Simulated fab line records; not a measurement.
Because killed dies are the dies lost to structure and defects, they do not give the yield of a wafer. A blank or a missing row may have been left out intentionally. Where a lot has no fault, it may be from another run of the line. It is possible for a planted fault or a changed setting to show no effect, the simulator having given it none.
Split-lot trial | flow rit cmos | on a route of 202 steps: 5 lots, 23 wafers read

== THE SPLIT ITSELF ==
At RIT_NWELL_IMPLANT_08, the setting dose cm2 was moved away from the recipe's 5e+13 on 7 of the 23 wafers read, by -2.9% to +5.8%. For the rest of the wafers, this setting stayed at what the recipe calls for.

== FROM THE SPLIT TO THE READING: what the file shows between them, 6 steps ==
- RIT_NWELL_STRIP_09: strips in O2, time 180 s
- RIT_NWELL_TW_MEAS_10
- RIT_PWELL_IMPLANT_08 (also split here: dose cm2)
- RIT_PWELL_STRIP_09: strips in O2, time 180 s
- RIT_PWELL_TW_MEAS_10
- RIT_WELLDRIVE_ANNEAL_00: time 14700 s

== THE READING ==
NWELL_RS, in ohm/sq, at RIT_WELLDRIVE_RS_MEAS_01 (measures by four-point-probe). Fault-free wafers of this fab line usually give 275.5 ohm/sq, standard deviation 0.73 ohm/sq.

wafer  | tool, chamber at the split | dose cm2 as run | against the recipe | NWELL_RS, ohm/sq | against lot-mates on the recipe
L075.1 | implanter-04, 0            | 5e+13           | recipe             | 276.5            | -
L075.2 | implanter-04, 0            | 5e+13           | recipe             | 276.3            | -
L075.3 | implanter-04, 0            | 5e+13           | recipe             | 276.2            | -
L075.4 | implanter-04, 0            | 5e+13           | recipe             | 275.9            | -
L075.5 | implanter-04, 0            | 5e+13           | recipe             | 276.4            | -
L076.1 | implanter-01, 0            | 5e+13           | recipe             | 276.2            | -
L076.4 | implanter-01, 0            | 5e+13           | recipe             | 276.0            | -
L076.5 | implanter-01, 0            | 5e+13           | recipe             | 275.9            | -
L080.1 | implanter-01, 0            | 5e+13           | recipe             | 276.4            | -
L080.2 | implanter-01, 0            | 5.29e+13        | +5.8%              | 267.5            | -8.4
L080.3 | implanter-01, 0            | 5e+13           | recipe             | 275.4            | -
L080.4 | implanter-01, 0            | 5e+13           | recipe             | 276.0            | -
L080.5 | implanter-01, 0            | 5.29e+13        | +5.8%              | 267.8            | -8.1
L082.1 | implanter-04, 0            | 4.853e+13       | -2.9%              | 280.7            | +5.7
L082.2 | implanter-04, 0            | 5e+13           | recipe             | 274.8            | -
L082.3 | implanter-04, 0            | 4.853e+13       | -2.9%              | 280.2            | +5.2
L082.4 | implanter-04, 0            | 4.853e+13       | -2.9%              | 280.7            | +5.7
L082.5 | implanter-04, 0            | 5e+13           | recipe             | 275.2            | -
L085.2 | implanter-04, 0            | 5e+13           | recipe             | 276.1            | -
L085.3 | implanter-04, 0            | 5e+13           | recipe             | 275.3            | -
L085.4 | implanter-04, 0            | 5.256e+13       | +5.1%              | 266.9            | -8.9
L085.5 | implanter-04, 0            | 5e+13           | recipe             | 276.0            | -
L085.6 | implanter-04, 0            | 5.256e+13       | +5.1%              | 267.1            | -8.7

FIT RESULTS
A straight line over all 23 wafers: NWELL_RS changes by -1.56 ohm/sq for each +1% of dose cm2; r = -0.99; the points scatter about the line by 0.57 ohm/sq.
The same after taking each lot's own level away (the mean of its wafers on the recipe; 23 wafers): -1.63 ohm/sq for each +1%; r = -0.99; scatter 0.52 ohm/sq.
According to that fit, moving dose cm2 by its largest amount changes the reading by 9.4 ohm/sq.
Measured against the standard deviation above, the lots' own levels, which go from 275.00 to 276.26 ohm/sq, span 1.7 times it.
The two slopes agree, so the slope changes little with the lot-to-lot level.
Check: -9.55 ohm/sq against its lot-mates is what the line predicts for one of the wafers moved furthest among these (+5.8%) when that wafer is left out of the fit. It came out at -8.43 ohm/sq against them.

== THE OTHER SPLITS THESE WAFERS WENT THROUGH ==
Note: prior to the reading, these wafers also went through further splits. Each is held against what the fit with the lots' levels taken away leaves over:
other split on the same wafers    | wafers away from the commonest value | r with NWELL_RS (lot level and that fit taken away)
RIT_ACTIVE_OXIDATION_01 ox time s | 10                                   | -0.05
RIT_NWELL_COAT_01 spin rpm        | 6                                    | -0.06
RIT_PWELL_IMPLANT_08 dose cm2     | 7                                    | -0.19

== THE WHOLE CHAIN: every reading that the file lists as answering this split, in the file's order ==
step                     | what it does                 | reading  | change (the file's fit)          | r (the file's)
RIT_NWELL_TW_MEAS_10     |                              | NWELL_TW | +6.9 for each +1% of the setting | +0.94
RIT_WELLDRIVE_RS_MEAS_01 | measures by four-point-probe | NWELL_RS | -1.6 for each +1% of the setting | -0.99

== THE FILE'S OWN FIT ==
NWELL_RS changes by -1.6 ohm/sq for each +1% of dose cm2, r = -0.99.
